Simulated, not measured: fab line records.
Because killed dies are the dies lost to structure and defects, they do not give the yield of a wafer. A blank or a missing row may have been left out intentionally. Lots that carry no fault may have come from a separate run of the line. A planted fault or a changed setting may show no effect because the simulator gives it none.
A struck lot beside a sound one / flow berkeley-cmos170 / 27 out of 331 route steps
Sound: the wafers L714.2, L714.3, L714.4. The struck wafers were L722.3, L722.4, L722.6. Last of all comes the cause.
For every step that has rows: the tool of each side, followed by ch and its chambers, followed by its first start. Under that, the readings that differ: sound wafers / struck wafers / difference of the means / sigmas: that difference in standard deviations of wafers without a fault.
alike: readings whose means differ by less than 2 such deviations, and words and numbers that are the same on both sides. not compared: withheld readings, readings that some wafer has no value for, bounds like >300 that may hide the same value, and numbers for which the record gives no deviation and whose values overlap.
Wherever a step has rows on one side only, a row that says differs or no value, or a row with sigmas, the two part there. Non-overlapping numbers with no deviation appear without sigmas and do not part them. A reading missing from all wafers of one side parts the sides only when that side holds two or more wafers.

first, 5 steps without rows for these wafers: UCB170_CONTACT_COAT_10 (resist thk 900 nm); UCB170_CONTACT_SOFTBAKE_11 (time 60 s); UCB170_CONTACT_EXPOSE_12 (exposes mask CONT, target cd 700 nm); UCB170_CONTACT_PEB_13; UCB170_CONTACT_DEVELOP_14 (develop time 45 s).
UCB170_CONTACT_CD_MEAS_15: the cd target is 700 nm.
  sound: cd-sem-02 at day 9 01:07; struck: cd-sem-01 at day 10 15:18
  alike: cd-nm
UCB170_CONTACT_OVL_MEAS_16:
  sound: overlay-02 at day 9 01:13; struck: overlay-02 at day 10 15:23
  alike: CONTACT_OVL
UCB170_CONTACT_ETCH_17: etches BARC in N2/H2.
  sound on rie-diel-03 ch 1,2,3, day 9 01:15; struck on rie-diel-02 ch 1,2, day 10 15:25
  alike: drypump-motor-current-A, oes-product-au, throttle-valve-pct
UCB170_CONTACT_ETCH_18: etches PSG in CHF3/CF4/Ar, stops on TiSi2, target depth 840 nm, time 195 s.
  sound: rie-diel-03 ch 1,2,3; struck: rie-diel-02 ch 1,2
  alike: cf4-flow-sccm, drypump-motor-current-A, oes-product-au, throttle-valve-pct
  not compared: rf-hours-counter-h
UCB170_CONTACT_STRIP_19: strips in O2.
  sound on plasma-asher-02 ch 0,1, day 9 01:25; struck on plasma-asher-03 ch 0,1, day 10 15:37
  alike: drypump-motor-current-A, oes-product-au
  not compared: rf-hours-counter-h
UCB170_CONTACT_CD_MEAS_90: the cd target is 700 nm.
  sound: cd-sem-02 at day 9 01:32; struck: cd-sem-02 at day 10 15:43
  alike: cd-nm
then, 1 step without rows for these wafers: UCB170_CONTACT_CLEAN_20 (cleans in SPM, time 600 s).
UCB170_M1_SPUTTER_00: material Al, target thk 600 nm, time 80 s.
  sound: pvd-sputter-03 at day 9 01:49; struck: pvd-sputter-01 at day 10 16:02
reading=model.Al_of_M1_SPUTTER_00.thk-nm (nm); sound=594.2 599.9 579.3; struck=744.3 738.6 741.2; difference=+150.2; sigmas=
  alike: throttle-valve-pct
UCB170_M1_RS_MEAS_01: the measuring method here is four-point-probe.
  sound: film-metro-01 at day 9 01:54; struck: film-metro-04 at day 10 16:08
reading=M1_AL_RS (ohm/sq); sound=0.0489 0.0485 0.0502; struck=0.0389 0.0392 0.0391; difference=-0.0101; sigmas=-16
UCB170_M1_THK_MEAS_02: measures by xrf.
  sound: film-metro-01 at day 9 02:01; struck: film-metro-04 at day 10 16:14
reading=M1_AL_THK (nm); sound=597 603 582; struck=735 729 732; difference=+138; sigmas=+16
then, 6 steps without rows for these wafers: UCB170_M1_COAT_03; UCB170_M1_COAT_04 (resist thk 900 nm); UCB170_M1_SOFTBAKE_05 (time 60 s); UCB170_M1_EXPOSE_06 (exposes mask METAL1, target cd 700 nm); UCB170_M1_PEB_07; UCB170_M1_DEVELOP_08 (develop time 45 s).
UCB170_M1_CD_MEAS_09: the cd target is 700 nm.
  sound: cd-sem-01 at day 9 03:02; struck: cd-sem-02 at day 10 17:17
  alike: cd-nm
UCB170_M1_OVL_MEAS_10:
  sound: overlay-01 at day 9 03:09; struck: overlay-01 at day 10 17:22
  alike: M1_OVL
UCB170_M1_ETCH_11: etches BARC in N2/H2.
  sound on rie-diel-04 ch 0,1,3, day 9 03:11; struck on rie-diel-01 ch 0,1,2, day 10 17:23
  alike: drypump-motor-current-A, oes-product-au, throttle-valve-pct
UCB170_M1_METAL_ETCH_12: etches Al in Cl2/BCl3, stops on PSG, target depth 780 nm, time 130 s.
  sound on rie-metal-04 ch 0,1, day 9 03:13; struck on rie-metal-03 ch 0,1, day 10 17:29
reading=oes-product-au (a.u.); sound=0.840 0.852 0.842; struck=0.987 0.949 0.981; difference=+0.128; sigmas=+13
reading=throttle-valve-pct (%); sound=25.08 24.98 25.09; struck=24.71 24.40 24.73; difference=-0.44; sigmas=-2
  alike: drypump-motor-current-A
  not compared: rf-hours-counter-h
UCB170_M1_STRIP_13: strips in O2.
  sound on plasma-asher-02 ch 0,1, day 9 03:22; struck on plasma-asher-04 ch 0,1, day 10 17:36
  alike: drypump-motor-current-A, oes-product-au
  not compared: rf-hours-counter-h
UCB170_M3_PROBE_99:
  sound: prober-01 at day 9 19:44; struck: prober-02 at day 11 10:19
reading=model.etest.m1-comb-over-steps.leak-log10-a-um; sound=-12.79 -12.84 -12.86; struck=-5.237 -5.288 -5.267; difference=+7.566; sigmas=
reading=model.etest.ring.quiet-log10-a (angstrom); sound=-8.752 -8.82 -8.635; struck=-3.35 -3.468 -3.255; difference=+5.38; sigmas=
reading=model.etest.m1.rs-ohm-sq; sound=0.0489 0.04908 0.05013; struck=0.03971 0.03878 0.03931; difference=-0.01010; sigmas=
  not compared: model.etest.antenna-m1.vt-shift-v

WHERE THEY PART
At UCB170_M1_RS_MEAS_01 first; at UCB170_M1_METAL_ETCH_12 last (within this record only). Later steps at which nothing parts them and some readings are alike: UCB170_M1_STRIP_13.

WHY: whatever the simulator had introduced
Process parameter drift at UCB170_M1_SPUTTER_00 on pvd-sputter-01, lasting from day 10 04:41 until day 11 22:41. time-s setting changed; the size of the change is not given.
